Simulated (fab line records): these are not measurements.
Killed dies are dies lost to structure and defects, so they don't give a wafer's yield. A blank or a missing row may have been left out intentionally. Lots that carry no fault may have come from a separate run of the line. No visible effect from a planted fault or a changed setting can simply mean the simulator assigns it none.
Which of the tools did it?    flow berkeley-cmos170    Sampling: 14 lots, 42 wafers, 4 of 331 route steps

WHAT THE GAUGES SHOWED, per wafer
UCB170_V1_OVL_MEAS_13.
lot   measured      on          V1_OVL (nm)
L377  day 8 08:08   overlay-01  9 8 12
L378  day 8 20:16   overlay-01  6 9 6
L381  day 8 20:32   overlay-01  -7 -5 -10
L380  day 8 20:52   overlay-01  -5 5 -1
L379  day 8 19:59   overlay-01  -10 -5 -2
L383  day 9 08:32   overlay-01  2 -2 4
L382  day 9 09:52   overlay-02  -3 -4 2
L386  day 10 10:26  overlay-02  -1 4 7
L390  day 10 22:24  overlay-01  -3 2 -5
L395  day 11 19:30  overlay-01  -5 -4 -10
L396  day 12 01:55  overlay-02  -8 4 -6
L400  day 12 19:57  overlay-02  -2 -1 -1
L399  day 12 22:42  overlay-02  0 0 3
L398  day 12 23:40  overlay-02  9 3 6

UCB170_M2_OVL_MEAS_16.
lot   measured      on          M2_OVL (nm)
L377  day 8 11:14   overlay-02  -1 5 0
L378  day 8 22:53   overlay-01  -3 0 -4
L381  day 8 23:14   overlay-02  7 4 -3
L380  day 8 23:29   overlay-01  -1 -3 7
L379  day 8 22:37   overlay-02  -3 -6 -6
L383  day 9 11:01   overlay-02  -1 7 8
L382  day 9 12:35   overlay-02  2 -2 1
L386  day 10 13:13  overlay-02  10 12 6
L390  day 11 01:07  overlay-02  5 -2 3
L395  day 11 22:32  overlay-01  0 -2 -6
L396  day 12 05:33  overlay-01  -6 -4 -6
L400  day 13 01:18  overlay-01  5 7 4
L399  day 13 02:56  overlay-01  6 4 -1
L398  day 13 03:29  overlay-01  -1 1 -3

TOOL THAT RAN EACH LOT (tool first, then ch and the chambers of the sampled wafers, then the start)
lot   UCB170_PSD_STRIP_09                   UCB170_M2_SPUTTER_01
L377  plasma-asher-03 ch 0,1, day 7 10:26   pvd-sputter-02, day 8 08:38
L378  plasma-asher-04 ch 0,1, day 8 00:25   pvd-sputter-02, day 8 20:45
L381  plasma-asher-01 ch 0,1, day 8 00:32   pvd-sputter-01, day 8 21:02
L380  plasma-asher-03 ch 0,1, day 8 00:44   pvd-sputter-03, day 8 21:22
L379  plasma-asher-04 ch 0,1, day 8 01:08   pvd-sputter-03, day 8 20:29
L383  plasma-asher-03 ch 0,1, day 8 15:14   pvd-sputter-01, day 9 09:03
L382  plasma-asher-01 ch 0,1, day 8 15:30   pvd-sputter-02, day 9 10:22
L386  plasma-asher-01 ch 0,1, day 9 18:55   pvd-sputter-01, day 10 10:56
L390  plasma-asher-01 ch 0,1, day 10 06:47  pvd-sputter-01, day 10 22:53
L395  plasma-asher-03 ch 0, day 10 23:07    pvd-sputter-02, day 11 20:00
L396  plasma-asher-03 ch 0,1, day 11 11:43  pvd-sputter-01, day 12 02:25
L400  plasma-asher-03 ch 0,1, day 12 05:04  pvd-sputter-01, day 12 20:27
L399  plasma-asher-03 ch 0,1, day 12 05:20  pvd-sputter-03, day 12 23:11
L398  plasma-asher-03 ch 0,1, day 12 05:51  pvd-sputter-03, day 13 00:11
- UCB170_PSD_STRIP_09: strips in O2.
- UCB170_M2_SPUTTER_01: material Al, target thk 900 nm, time 120 s.

WHAT THE TOOLS THEMSELVES READ (means of the sampled wafers that have a number; where no wafer has one, the mark that the record gives instead)
UCB170_PSD_STRIP_09.
lot   tool             drypump-motor-current-A (A)  oes-product-au (a.u.)  strip-time-to-endpoint-s (s)
L377  plasma-asher-03  5.50                         0.609                  29.22
L378  plasma-asher-04  5.97                         0.604                  29.15
L381  plasma-asher-01  5.62                         0.604                  29.16
L380  plasma-asher-03  5.56                         0.600                  29.23
L379  plasma-asher-04  5.97                         0.597                  29.11
L383  plasma-asher-03  5.57                         0.605                  29.19
L382  plasma-asher-01  5.75                         0.602                  29.21
L386  plasma-asher-01  5.76                         0.604                  29.19
L390  plasma-asher-01  5.76                         0.601                  29.12
L395  plasma-asher-03  5.45                         0.601                  29.18
L396  plasma-asher-03  5.53                         0.603                  29.17
L400  plasma-asher-03  5.51                         0.603                  29.28
L399  plasma-asher-03  5.61                         0.601                  29.15
L398  plasma-asher-03  5.51                         0.604                  29.20

UCB170_M2_SPUTTER_01.
lot   tool            throttle-valve-pct (%)
L377  pvd-sputter-02  29.9
L378  pvd-sputter-02  29.4
L381  pvd-sputter-01  29.0
L380  pvd-sputter-03  30.0
L379  pvd-sputter-03  29.6
L383  pvd-sputter-01  28.7
L382  pvd-sputter-02  29.7
L386  pvd-sputter-01  29.3
L390  pvd-sputter-01  29.5
L395  pvd-sputter-02  29.6
L396  pvd-sputter-01  29.4
L400  pvd-sputter-01  29.5
L399  pvd-sputter-03  29.8
L398  pvd-sputter-03  29.5

THE ANSWER, worked out from the rows above alone
Rule: usual is defined by the lots themselves. The widest of any qualifying gaps counts: lots, ordered by their means at a reading, are off when they make up no more than a third of the lots, leave a main group of 4 or more, and stand apart from it by 3 or more times the standard deviation of that group's means. A main group is skipped when, at the precision printed for the reading in the tables above, its means are all equal. A lot without any number at a reading at which 4 lots or more have one is off too. Any other lot the step has rows for is counted as sound. After the gauges, taken in route order, come the tools' own readings; for these a lot's mean is taken, as printed above. The first step at which some lot is off is used, and at that step the reading that is off furthest; a lot without a number counts as furthest.
None of the lots is off at any reading shown; this tells nothing.

WHAT THE SIMULATOR HAD INSERTED
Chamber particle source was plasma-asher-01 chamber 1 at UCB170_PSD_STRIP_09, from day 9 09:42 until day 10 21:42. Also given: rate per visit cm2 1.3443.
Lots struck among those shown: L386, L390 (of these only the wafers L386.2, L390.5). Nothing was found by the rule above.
